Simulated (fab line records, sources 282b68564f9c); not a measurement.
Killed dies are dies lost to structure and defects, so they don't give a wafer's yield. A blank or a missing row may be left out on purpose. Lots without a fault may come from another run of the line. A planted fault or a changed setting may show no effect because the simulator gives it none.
A struck lot beside a sound one | flow rit_cmos | 18 steps out of a route of 202
Sound: wafers L845.1, L845.4, L845.5. Struck: wafers L856.1, L856.4, L856.5. The cause comes at the end.
At each step with rows: each side's tool, then ch and its chambers, then its first start. Under that, the readings that differ: sound wafers | struck wafers | difference of the means | sigmas: that difference in standard deviations of wafers without a fault.
alike: readings whose means differ by less than 2 such deviations, and words and numbers that are the same on both sides. not compared: withheld readings, readings that some wafer has no value for, bounds like >300 that may hide the same value, and numbers for which the record gives no deviation and whose values overlap.
The two part at a step that has a row with sigmas, a row that says differs or no value, or rows on one side only. Numbers that don't overlap but have no deviation are shown without sigmas and don't part them. A reading that every wafer of one side lacks parts them only if that side has two wafers or more.

first, 4 steps without rows for these wafers: RIT_NRETRO_SOFTBAKE_02 (time 60 s); RIT_NRETRO_EXPOSE_03 (exposes mask M4, target cd 43900 nm); RIT_NRETRO_PEB_04; RIT_NRETRO_DEVELOP_05 (develop time 68 s).
RIT_NRETRO_OVL_MEAS_06:
  sound on overlay-02, day 3 01:58; struck on overlay-01, day 5 07:56
  alike: NRETRO_OVL
then, 2 steps without rows for these wafers: RIT_NRETRO_HARDBAKE_07 (time 120 s); RIT_NRETRO_IMPLANT_08.
RIT_NRETRO_STRIP_09: strips in O2, time 180 s.
  sound on plasma_asher-01 ch 0,1, day 3 02:24; struck on plasma_asher-04 ch 0,1, day 5 08:23
  alike: drypump_motor_current_A, o2_flow_sccm, rf_refl_power_W
  not compared: rf_hours_counter_h
RIT_NRETRO_TW_MEAS_10:
  sound on film_metro-04, day 3 02:35; struck on film_metro-04, day 5 08:34
  alike: NRETRO_TW
then, 3 steps without rows for these wafers: RIT_PRETRO_HMDS_00 (prime time 60 s); RIT_PRETRO_COAT_01 (resist thk 1300 nm); RIT_PRETRO_SOFTBAKE_02 (time 60 s).
RIT_PRETRO_EXPOSE_03: exposes mask M5, target cd 43700 nm.
  sound on iline_stepper-02 ch 0, day 3 03:05; struck on iline_stepper-02 ch 0, day 5 09:11
  reading                        | sound                   | struck            | difference | sigmas
  model.PRETRO.overlay_x_nm (nm) | 0.03531 0.03531 0.03531 | 241.2 241.2 241.2 | +241.2     |
  alike: mask
then, 2 steps without rows for these wafers: RIT_PRETRO_PEB_04; RIT_PRETRO_DEVELOP_05 (develop time 68 s).
RIT_PRETRO_OVL_MEAS_06:
  sound on overlay-02, day 3 03:43; struck on overlay-02, day 5 09:41
  reading         | sound         | struck            | difference | sigmas
  PRETRO_OVL (nm) | -0.8 -1.9 0.0 | 243.8 241.9 240.5 | +243.0     | +99 or more
then, 1 step without rows for these wafers: RIT_PRETRO_HARDBAKE_07 (time 120 s).
RIT_M1_PROBE_99:
  sound on prober-01, day 4 08:21; struck on prober-01, day 6 13:34
  reading                                    | sound                | struck              | difference | sigmas
  model.etest.well_edge_left.line_ohm_um     | 181.7 182.8 183      | 187.3 184 184.8     | +2.9       |
  model.etest.retro_edge_pmos.off_log10_a_um | -10.34 -10.65 -10.32 | -8.279 -8.53 -8.33  | +2.057     |
  model.etest.retro_edge_nmos.off_log10_a_um | -9.986 -10.2 -9.777  | -8.06 -8.088 -7.843 | +1.99      |
  alike: killed_at_contacts, killed_at_front_end, killed_dies, killed_open, killed_short

WHERE THEY PART
Only at RIT_PRETRO_OVL_MEAS_06, within this record. Later steps at which nothing parts them and some readings are alike: RIT_M1_PROBE_99.

WHY: what the simulator had put in
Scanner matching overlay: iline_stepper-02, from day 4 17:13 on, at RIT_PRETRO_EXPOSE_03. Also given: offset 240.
